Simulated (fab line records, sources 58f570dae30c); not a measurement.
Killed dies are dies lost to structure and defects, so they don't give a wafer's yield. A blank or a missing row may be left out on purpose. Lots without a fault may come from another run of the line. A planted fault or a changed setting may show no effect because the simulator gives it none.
Which tool did it? | flow berkeley_cmos170 | 7 lots, 21 wafers sampled, at 2 steps of a route of 331

WHAT THE GAUGES READ, wafer by wafer
UCB170_M1_OVL_MEAS_10.
lot  | measured     | on         | M1_OVL (nm)
L138 | day 7 13:25  | overlay-02 | -4 3 -10
L145 | day 8 07:44  | overlay-02 | 0 2 -1
L149 | day 9 05:42  | overlay-02 | 6 5 6
L146 | day 9 08:20  | overlay-02 | -3 -2 3
L151 | day 10 01:58 | overlay-01 | 9 4 7
L157 | day 10 13:16 | overlay-02 | 13 12 8
L161 | day 11 16:03 | overlay-02 | -5 -7 0

WHICH TOOL RAN EACH LOT (tool, then ch and the chambers of the sampled wafers, then the start)
lot  | UCB170_GATE_SOFTBAKE_08
L138 | litho_track-04 ch 0, day 6 12:00
L145 | litho_track-04 ch 0, day 7 07:00
L149 | litho_track-03 ch 0, day 8 08:00
L146 | litho_track-04 ch 0, day 8 08:00
L151 | litho_track-03 ch 0, day 8 20:00
L157 | litho_track-03 ch 0, day 9 15:00
L161 | litho_track-03 ch 0, day 10 13:00
- UCB170_GATE_SOFTBAKE_08: time 60 s.

THE ANSWER, worked out from the rows above alone
Rule: what is usual is taken from the lots themselves. Put in order of their means at a reading, lots are off if they are a third of the lots or fewer, leave a main group of 4 or more, and stand apart from it by a gap of 3 or more times the standard deviation of the main group's means; of several such gaps the widest counts. A main group whose means are all the same, to the digits that the tables above print for the reading, isn't used. A lot without any number at a reading at which 4 lots or more have one is off too. The other lots that the step has rows for count as sound.
No lot is off at any reading shown: from this, nothing can be told.

WHAT THE SIMULATOR HAD PUT IN
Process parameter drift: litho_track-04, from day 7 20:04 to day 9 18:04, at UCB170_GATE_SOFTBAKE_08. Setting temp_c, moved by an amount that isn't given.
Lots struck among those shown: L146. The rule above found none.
